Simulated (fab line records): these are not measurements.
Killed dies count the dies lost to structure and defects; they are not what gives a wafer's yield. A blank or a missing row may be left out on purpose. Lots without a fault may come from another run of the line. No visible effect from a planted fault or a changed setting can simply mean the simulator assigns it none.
fab line records	flow rit_cmos
record: lots: 5	wafers: 15	last_day: 8
route steps=202 shown FOX2@25 NWELL@28 PWELL@39 WELLDRIVE@50 NRETRO@53 PRETRO@64
lots that met no fault: from a run of the same line without faults
start_h: the number of hours between the record's first day and the start of the first shown wafer of the lot	wait_h: time in hours since the lot's previous step	" the same as in the row above	L1.1+2: a row that stands for several wafers	- no value, or no start given	* or withheld: withheld	< > ~ a bound
route shown NAME@n: names a module that has steps shown in the file, with the first one's number in the route	usual: mean/standard deviation of fault-free wafers	same: alike in all rows	chamber/n: place in a boat	sites: each site's reading	_std_site: their standard deviation	_edge_site: the outer-site mean with the inner-site mean subtracted	radius_mm: how far each site lies from the wafer's centre	mask NAME#n: copy n	behind: the most recent tool/chamber to have shaped the wafer	hold: the reason the lot was held/the length of the hold in hours/how it ended	device: whichever transistor did not switch (one of n, p or np)	end of line: the same wafers' tests at the end of the route	a step without rows: its recipe alone	killed: count of dies lost to structure and defects at first sort (not the wafer's yield)	map: a wafer's dies, marking killed ones x, the rest . and places with no die _
set.NAME: setting as actually run; set.NAME@STEP: the setting as run at that earlier step	model.NAME: the simulator's own value behind a step, which no gauge read
lots at some steps of the route; a table a step, a row a wafer
services: the hour from which a tool's chamber was out of use, counted from the record's first day as start_h (under 0 if before that day), plus the number of hours and why
== steps ==
step: RIT_FOX2_CLEAN_02
recipe: chemistry: dHF	dilution: 50:1	time_s: 180
step: RIT_FOX2_WET_ETCH_03
recipe: chemistry: H3PO4	target: Si3N4	target_depth_nm: 195	temp_c: 165	time_s: 2700
step: RIT_FOX2_THK_MEAS_90
recipe: reads: SiO2_of_FOX2_OXIDATION_00
usual: FIELD_OXIDE_LEFT_1_THK: 325/6.9
lot.wafer	tool	chamber	start_h	wait_h	FIELD_OXIDE_LEFT_1_THK[nm]
L479.1	film_metro-03	-	23.34	0.0	318
L479.2	"	-	"	"	317
L479.3	"	-	"	"	321
L486.1	film_metro-03	-	56.00	0.0	332
L486.3	"	-	"	"	335
L486.4	"	-	"	"	336
L493.1	film_metro-04	-	89.62	0.0	319
L493.2	"	-	"	"	320
L493.4	"	-	"	"	313
L494.3	film_metro-02	-	96.38	0.0	321
L494.4	"	-	"	"	323
L494.6	"	-	"	"	328
L502.1	film_metro-02	-	148.40	0.0	319
L502.5	"	-	"	"	317
L502.6	"	-	"	"	318
step: RIT_NWELL_HMDS_00
recipe: prime_time_s: 60	prime_temp_c: 140
step: RIT_NWELL_COAT_01
recipe: resist: NOVOLAK	spin_rpm: 2000	resist_thk_nm: 1300
step: RIT_NWELL_SOFTBAKE_02
recipe: resist: NOVOLAK	temp_c: 90.46	time_s: 60
step: RIT_NWELL_EXPOSE_03
recipe: mask_id: M2	na: 0.57	target_cd_nm: 43900	dose_mj: 250
step: RIT_NWELL_PEB_04
recipe: resist: NOVOLAK	temp_c: withheld	time_s: withheld
step: RIT_NWELL_DEVELOP_05
recipe: resist: NOVOLAK	develop_time_s: 68	dev_temp_c: 23
step: RIT_NWELL_OVL_MEAS_06
usual: NWELL_OVL: 0.9/1.3
lot.wafer	tool	chamber	start_h	wait_h	NWELL_OVL[nm]
L479.1	overlay-01	-	24.28	-	0.9
L479.2	"	-	"	"	-1.3
L479.3	"	-	"	"	-0.8
L486.1	overlay-02	-	56.94	-	2.8
L486.3	"	-	"	"	-1.3
L486.4	"	-	"	"	1.0
L493.1	overlay-02	-	90.68	-	2.5
L493.2	"	-	"	"	1.5
L493.4	"	-	"	"	1.3
L494.3	overlay-02	-	97.44	-	0.6
L494.4	"	-	"	"	0.5
L494.6	"	-	"	"	1.1
L502.1	overlay-02	-	149.47	-	-0.9
L502.5	"	-	"	"	0.6
L502.6	"	-	"	"	-1.4
step: RIT_NWELL_HARDBAKE_07
recipe: resist: NOVOLAK	temp_c: 140	time_s: 120
step: RIT_NWELL_IMPLANT_08
recipe: species: P	energy_kev: 170	dose_cm2: 5e+13	tilt_deg: 7
step: RIT_NWELL_STRIP_09
recipe: chemistry: O2	time_s: 180	resist: NOVOLAK	platen_temp_c: withheld	power_w: 500	pressure_mtorr: 4000	o2_flow_sccm: 4000
usual: drypump_motor_current_A: 5.46/0.3	run_length_s: 208.5/0.44
lot.wafer	tool	chamber	start_h	wait_h	drypump_motor_current_A	rf_hours_counter_h	run_length_s	model.NOVOLAK_of_NWELL_COAT_01.thk_nm
L479.1	plasma_asher-04	0	24.72	0.1	5.19	24	208.8	0
L479.2	"	1	"	"	5.37	24	208.1	0
L479.3	"	0	"	"	5.22	-	208.9	0
L486.1	plasma_asher-04	1	57.37	0.1	5.33	28	207.8	0
L486.3	"	0	"	"	5.22	-	209.1	0
L486.4	"	1	"	"	5.35	-	207.9	0
L493.1	plasma_asher-01	0	91.12	0.1	5.74	43	72.2	336.1
L493.2	"	1	"	"	5.26	43	72.3	336.2
L493.4	"	1	"	"	5.27	-	72.3	338.6
L494.3	plasma_asher-04	1	97.92	0.1	5.34	-	207.6	0
L494.4	"	0	"	"	5.20	-	209.2	0
L494.6	"	1	"	"	5.34	-	208.2	0
L502.1	plasma_asher-01	1	149.90	0.1	5.26	49	208.6	0
L502.5	"	0	"	"	5.77	-	208.4	0
L502.6	"	1	"	"	5.26	-	208.3	0
step: RIT_NWELL_TW_MEAS_10
usual: NWELL_TW: 2152/11
lot.wafer	tool	chamber	start_h	wait_h	NWELL_TW
L479.1	film_metro-04	-	24.89	0.1	2160
L479.2	"	-	"	"	2172
L479.3	"	-	"	"	2162
L486.1	film_metro-01	-	57.55	0.1	2150
L486.3	"	-	"	"	2146
L486.4	"	-	"	"	2146
L493.1	film_metro-01	-	91.29	0.1	2140
L493.2	"	-	"	"	2147
L493.4	"	-	"	"	2147
L494.3	film_metro-04	-	98.06	0.1	2157
L494.4	"	-	"	"	2162
L494.6	"	-	"	"	2170
L502.1	film_metro-04	-	150.08	0.1	2166
L502.5	"	-	"	"	2160
L502.6	"	-	"	"	2153
step: RIT_PWELL_HMDS_00
recipe: prime_time_s: 60	prime_temp_c: 140
step: RIT_PWELL_COAT_01
recipe: resist: NOVOLAK	spin_rpm: 2000	resist_thk_nm: 1300
step: RIT_PWELL_SOFTBAKE_02
recipe: resist: NOVOLAK	temp_c: 90	time_s: 60
step: RIT_PWELL_EXPOSE_03
recipe: mask_id: M3	na: 0.57	target_cd_nm: 43700	dose_mj: 250
step: RIT_PWELL_PEB_04
recipe: resist: NOVOLAK	temp_c: withheld	time_s: withheld
step: RIT_PWELL_DEVELOP_05
recipe: resist: NOVOLAK	develop_time_s: 68	dev_temp_c: 23
step: RIT_PWELL_OVL_MEAS_06
usual: PWELL_OVL: -0.7/1.3
lot.wafer	tool	chamber	start_h	wait_h	PWELL_OVL[nm]
L479.1	overlay-01	-	25.98	-	2.3
L479.2	"	-	"	"	-0.2
L479.3	"	-	"	"	-0.6
L486.1	overlay-02	-	58.61	-	-1.5
L486.3	"	-	"	"	-0.3
L486.4	"	-	"	"	-2.1
L493.1	overlay-01	-	92.23	-	-2.2
L493.2	"	-	"	"	-0.4
L493.4	"	-	"	"	0.4
L494.3	overlay-01	-	99.11	-	-0.5
L494.4	"	-	"	"	-1.9
L494.6	"	-	"	"	-1.3
L502.1	overlay-01	-	151.14	-	-2.0
L502.5	"	-	"	"	-2.9
L502.6	"	-	"	"	-2.7
step: RIT_PWELL_HARDBAKE_07
recipe: resist: NOVOLAK	temp_c: 140	time_s: 120
step: RIT_PWELL_IMPLANT_08
recipe: species: B	energy_kev: 167.3	dose_cm2: 7e+13	tilt_deg: 7
step: RIT_PWELL_STRIP_09
recipe: chemistry: O2	time_s: 180	resist: NOVOLAK	platen_temp_c: withheld	power_w: 500	pressure_mtorr: 4000	o2_flow_sccm: 4000
usual: drypump_motor_current_A: 5.7/0.39	run_length_s: 208.5/0.36
lot.wafer	tool	chamber	start_h	wait_h	drypump_motor_current_A	rf_hours_counter_h	run_length_s
L479.1	plasma_asher-01	1	26.42	0.1	5.3	36	208.5
L479.2	"	0	"	"	5.7	36	208.4
L479.3	"	1	"	"	5.3	-	208.4
L486.1	plasma_asher-01	0	59.16	0.1	5.8	40	208.4
L486.3	"	0	"	"	5.8	-	209.0
L486.4	"	1	"	"	5.3	-	208.5
L493.1	plasma_asher-03	0	92.67	0.1	6.2	43	208.0
L493.2	"	1	"	"	6.1	43	208.6
L493.4	"	0	"	"	6.2	-	208.3
L494.3	plasma_asher-02	0	99.60	0.1	6.4	-	208.4
L494.4	"	1	"	"	5.5	-	207.7
L494.6	"	1	"	"	5.4	-	207.8
L502.1	plasma_asher-03	0	151.58	0.1	6.2	48	207.9
L502.5	"	1	"	"	6.0	-	208.4
L502.6	"	0	"	"	6.2	-	207.9
step: RIT_PWELL_TW_MEAS_10
usual: PWELL_TW: 955/6.1
lot.wafer	tool	chamber	start_h	wait_h	PWELL_TW
L479.1	film_metro-03	-	26.59	0.1	962
L479.2	"	-	"	"	952
L479.3	"	-	"	"	957
L486.1	film_metro-03	-	59.34	0.1	958
L486.3	"	-	"	"	956
L486.4	"	-	"	"	951
L493.1	film_metro-03	-	92.84	0.1	942
L493.2	"	-	"	"	949
L493.4	"	-	"	"	946
L494.3	film_metro-03	-	99.73	0.1	950
L494.4	"	-	"	"	952
L494.6	"	-	"	"	949
L502.1	film_metro-03	-	151.75	0.1	956
L502.5	"	-	"	"	957
L502.6	"	-	"	"	956
step: RIT_WELLDRIVE_ANNEAL_00
recipe: temp_c: 1100	time_s: 14700	ambient: N2
step: RIT_WELLDRIVE_RS_MEAS_01
recipe: thk_meas_gauge: four-point-probe
usual: NWELL_RS: 275.4/0.72
lot.wafer	tool	chamber	start_h	wait_h	NWELL_RS[ohm/sq]
L479.1	film_metro-03	-	32.14	0.0	275.2
L479.2	"	-	"	"	275.4
L479.3	"	-	"	"	275.1
L486.1	film_metro-03	-	65.02	0.0	275.7
L486.3	"	-	"	"	275.4
L486.4	"	-	"	"	275.0
L493.1	film_metro-03	-	98.49	0.0	275.9
L493.2	"	-	"	"	275.7
L493.4	"	-	"	"	276.1
L494.3	film_metro-04	-	104.94	0.0	276.4
L494.4	"	-	"	"	275.1
L494.6	"	-	"	"	275.6
L502.1	film_metro-01	-	162.28	0.0	275.6
L502.5	"	-	"	"	275.8
L502.6	"	-	"	"	275.3
step: RIT_WELLDRIVE_RS_MEAS_02
recipe: thk_meas_gauge: four-point-probe
usual: PWELL_RS: 429.9/1.3
lot.wafer	tool	chamber	start_h	wait_h	PWELL_RS[ohm/sq]
L479.1	film_metro-03	-	32.26	0.1	428.9
L479.2	"	-	"	"	429.6
L479.3	"	-	"	"	428.7
L486.1	film_metro-03	-	65.14	0.1	430.1
L486.3	"	-	"	"	431.1
L486.4	"	-	"	"	431.7
L493.1	film_metro-03	-	98.61	0.1	428.6
L493.2	"	-	"	"	428.8
L493.4	"	-	"	"	428.4
L494.3	film_metro-04	-	105.06	0.1	430.5
L494.4	"	-	"	"	430.4
L494.6	"	-	"	"	429.8
L502.1	film_metro-01	-	162.40	0.1	427.4
L502.5	"	-	"	"	427.9
L502.6	"	-	"	"	428.0
step: RIT_NRETRO_HMDS_00
recipe: prime_time_s: 60	prime_temp_c: 140
step: RIT_NRETRO_COAT_01
recipe: resist: NOVOLAK	spin_rpm: 2000	resist_thk_nm: 1300
step: RIT_NRETRO_SOFTBAKE_02
recipe: resist: NOVOLAK	temp_c: 90	time_s: 60
step: RIT_NRETRO_EXPOSE_03
recipe: mask_id: M4	na: 0.57	target_cd_nm: 43900	dose_mj: 250
step: RIT_NRETRO_PEB_04
recipe: resist: NOVOLAK	temp_c: withheld	time_s: withheld
step: RIT_NRETRO_DEVELOP_05
recipe: resist: NOVOLAK	develop_time_s: 68	dev_temp_c: 22.39
step: RIT_NRETRO_OVL_MEAS_06
usual: NRETRO_OVL: 1.3/1.3
lot.wafer	tool	chamber	start_h	wait_h	NRETRO_OVL[nm]
L479.1	overlay-01	-	33.42	-	-0.8
L479.2	"	-	"	"	0.5
L479.3	"	-	"	"	0.0
L486.1	overlay-02	-	66.14	-	2.5
L486.3	"	-	"	"	1.8
L486.4	"	-	"	"	1.7
L493.1	overlay-01	-	99.61	-	1.9
L493.2	"	-	"	"	1.0
L493.4	"	-	"	"	1.7
L494.3	overlay-01	-	106.03	-	-1.2
L494.4	"	-	"	"	-0.7
L494.6	"	-	"	"	-0.2
L502.1	overlay-01	-	163.40	-	0.4
L502.5	"	-	"	"	1.5
L502.6	"	-	"	"	1.1
step: RIT_NRETRO_HARDBAKE_07
recipe: resist: NOVOLAK	temp_c: 140	time_s: 120
step: RIT_NRETRO_IMPLANT_08
recipe: species: P	energy_kev: 70	dose_cm2: 1e+13	tilt_deg: 7
step: RIT_NRETRO_STRIP_09
recipe: chemistry: O2	time_s: 180	resist: NOVOLAK	platen_temp_c: withheld	power_w: 500	pressure_mtorr: 4000	o2_flow_sccm: 4000
usual: drypump_motor_current_A: 5.8/0.48	run_length_s: 208.3/0.49
lot.wafer	tool	chamber	start_h	wait_h	drypump_motor_current_A	rf_hours_counter_h	run_length_s
L479.1	plasma_asher-02	1	33.86	0.1	5.4	40	207.7
L479.2	"	0	"	"	6.4	40	208.1
L479.3	"	0	"	"	6.4	-	208.3
L486.1	plasma_asher-02	1	66.58	0.1	5.4	44	207.7
L486.3	"	0	"	"	6.4	-	208.8
L486.4	"	1	"	"	5.4	-	208.1
L493.1	plasma_asher-03	0	100.04	0.1	6.2	44	207.8
L493.2	"	1	"	"	6.1	44	208.6
L493.4	"	1	"	"	6.1	-	208.7
L494.3	plasma_asher-03	1	106.51	0.1	6.1	-	208.4
L494.4	"	0	"	"	6.2	-	208.2
L494.6	"	0	"	"	6.2	-	208.2
L502.1	plasma_asher-04	0	163.84	0.1	5.2	38	209.5
L502.5	"	0	"	"	5.2	-	209.0
L502.6	"	1	"	"	5.4	-	208.0
step: RIT_NRETRO_TW_MEAS_10
usual: NRETRO_TW: 1059/4.7
lot.wafer	tool	chamber	start_h	wait_h	NRETRO_TW
L479.1	film_metro-01	-	34.03	0.1	1056
L479.2	"	-	"	"	1059
L479.3	"	-	"	"	1051
L486.1	film_metro-02	-	66.75	0.1	1066
L486.3	"	-	"	"	1060
L486.4	"	-	"	"	1062
L493.1	film_metro-01	-	100.22	0.1	31
L493.2	"	-	"	"	31
L493.4	"	-	"	"	30
L494.3	film_metro-04	-	106.65	0.1	1058
L494.4	"	-	"	"	1068
L494.6	"	-	"	"	1062
L502.1	film_metro-02	-	164.01	0.1	1062
L502.5	"	-	"	"	1063
L502.6	"	-	"	"	1062
step: RIT_PRETRO_HMDS_00
recipe: prime_time_s: 60	prime_temp_c: 140
step: RIT_PRETRO_COAT_01
recipe: resist: NOVOLAK	spin_rpm: 2000	resist_thk_nm: 1300
step: RIT_PRETRO_SOFTBAKE_02
recipe: resist: NOVOLAK	temp_c: 90	time_s: 60
step: RIT_PRETRO_TW_MEAS_10
usual: PRETRO_TW: 476.7/2.6
lot.wafer	tool	chamber	start_h	wait_h	PRETRO_TW
L479.1	film_metro-03	-	35.58	0.1	476.1
L479.2	"	-	"	"	476.4
L479.3	"	-	"	"	475.3
L486.1	film_metro-01	-	68.34	0.1	477.4
L486.3	"	-	"	"	475.4
L486.4	"	-	"	"	478.9
L493.1	film_metro-03	-	101.89	0.1	60.6
L493.2	"	-	"	"	60.7
L493.4	"	-	"	"	57.0
L494.3	film_metro-03	-	108.32	0.1	477.1
L494.4	"	-	"	"	476.5
L494.6	"	-	"	"	475.3
L502.1	film_metro-01	-	165.69	0.1	478.1
L502.5	"	-	"	"	473.2
L502.6	"	-	"	"	474.7
== services ==
tool	chamber	start_h	hours	kind
plasma_asher-03	-	41.29	28.1	pm
plasma_asher-02	-	57.74	2.3	repair
plasma_asher-03	-	102.36	0.6	repair
plasma_asher-02	-	108.75	9.0	pm
plasma_asher-02	0	108.75	9.0	vent_cycle
plasma_asher-02	1	108.75	9.0	vent_cycle
plasma_asher-02	0	117.75	-	clean
plasma_asher-02	1	117.75	-	clean
plasma_asher-04	-	142.29	2.6	repair
== key ==
first_sign: step: RIT_NWELL_STRIP_09	reading: run_length_s	direction: down	sigmas: 99+	usual: *	struck: *
effect: step: RIT_NRETRO_TW_MEAS_10	reading: NRETRO_TW	direction: down	sigmas: 99+	usual: 1059	struck: 31
effect: step: RIT_PRETRO_TW_MEAS_10	reading: PRETRO_TW	direction: down	sigmas: 99+	usual: 476.7	struck: 59.4
model_effect: step: RIT_NWELL_STRIP_09	value: NOVOLAK_of_NWELL_COAT_01.thk_nm	without: 0	struck: 336.9
met_at RIT_NWELL_STRIP_09
struck_wafers L493.1,L493.2,L493.4
sort_left_out L493.1,L493.2,L493.4
tester_left_out L493
fault: kind: strip_aborted	tool: plasma_asher-01	chamber: -	onset_h: 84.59	steps: RIT_NWELL_STRIP_09	offset: 0.6	end_h: 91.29
tester_left_out: of these lots the tester's yield and bins aren't shown, on N5 and GAA mostly nor the transistor test; their killed dies are dies lost to structure and defects alone, not to doping, threshold or leakage, so they don't give the yield
sort_left_out: the simulated sort isn't trusted on such a fault, so these wafers' sort isn't shown, and their yield isn't known
